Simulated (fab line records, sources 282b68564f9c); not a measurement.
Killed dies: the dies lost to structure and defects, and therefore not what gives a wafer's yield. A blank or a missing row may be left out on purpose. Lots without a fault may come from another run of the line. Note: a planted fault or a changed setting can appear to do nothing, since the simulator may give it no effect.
The same fault as seen by 2 desks || flow ritCmos || each desk holds nothing but its own numbers, with what lay behind them at the end

THE METROLOGY DESK
What the gauges read, lot by lot, whatever tool the lot ran on: means of the sampled wafers that have a number. The brackets show how far a lot's mean lies from the usual mean; more than 4 standard deviations puts the lot out of limits, marked OUT.
Columns: A = PWELL_OVL at RIT_PWELL_OVL_MEAS_06, usual -0.9 nm
{"lot": "L531", "first seen here": "day 2 00:08", "A": -1.0}
{"lot": "L532", "first seen here": "day 2 05:02", "A": 0.1}
{"lot": "L533", "first seen here": "day 2 11:35", "A": -0.3}
{"lot": "L534", "first seen here": "day 2 13:53", "A": -2.5}
{"lot": "L535", "first seen here": "day 2 19:35", "A": -1.8}
{"lot": "L537", "first seen here": "day 3 06:17", "A": -1.7}
{"lot": "L538", "first seen here": "day 3 10:22", "A": -0.4}
{"lot": "L539", "first seen here": "day 3 15:52", "A": "420.0 (+99 or more) OUT"}
{"lot": "L541", "first seen here": "day 4 02:26", "A": "419.7 (+99 or more) OUT"}
{"lot": "L543", "first seen here": "day 4 13:30", "A": -1.6}
{"lot": "L545", "first seen here": "day 4 21:52", "A": "420.0 (+99 or more) OUT"}
{"lot": "L549", "first seen here": "day 5 19:32", "A": -1.2}
{"lot": "L551", "first seen here": "day 6 03:01", "A": -2.0}
{"lot": "L553", "first seen here": "day 6 13:37", "A": -2.4}
{"lot": "L554", "first seen here": "day 6 19:16", "A": -2.9}
This desk's finding: out of limits on L539, L541, L545; first on L539, day 3 15:52 (PWELL_OVL at RIT_PWELL_OVL_MEAS_06). L531, L532, L533, L534, L535, L537, L538, L543, L549, L551, L553, L554: within limits.

FOR THE TOOL OWNER'S DESK: ilineStepper-01
The tool's own readings at RIT_PWELL_EXPOSE_03 (exposes mask M3, target cd 43700 nm): means of the sampled wafers that have a number, for each lot that ran on this tool. The brackets show how far a lot's mean lies from the usual mean; more than 4 standard deviations puts the lot out of limits, marked OUT.
Columns: A = focusOffsetNm at RIT_PWELL_EXPOSE_03, usual 0.0 nm
{"lot": "L532", "first seen here": "day 2 04:38", "A": -0.3}
{"lot": "L533", "first seen here": "day 2 11:10", "A": 0.8}
{"lot": "L534", "first seen here": "day 2 13:29", "A": -0.0}
{"lot": "L538", "first seen here": "day 3 09:58", "A": 0.1}
{"lot": "L539", "first seen here": "day 3 15:23", "A": -0.5}
{"lot": "L541", "first seen here": "day 4 02:02", "A": 0.1}
{"lot": "L545", "first seen here": "day 4 21:27", "A": -0.2}
This desk found nothing out of limits on any of the 7 lots.

ALL TOGETHER
The metrology desk could have raised an alarm at day 3 15:52, on L539, L541, L545.
The tool owner's desk saw nothing out of limits.
The tool owner's desk has L539, L541, L545 on record, within its limits.
RIT_PWELL_EXPOSE_03 was run on ilineStepper-01 by each of the lots named.

WHAT THE SIMULATOR HAD PUT IN
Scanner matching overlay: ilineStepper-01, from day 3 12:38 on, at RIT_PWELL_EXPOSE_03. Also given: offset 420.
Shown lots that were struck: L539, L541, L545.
Time in hours between the start of the fault and the first out-of-limits reading at each desk: metrology desk, 3.
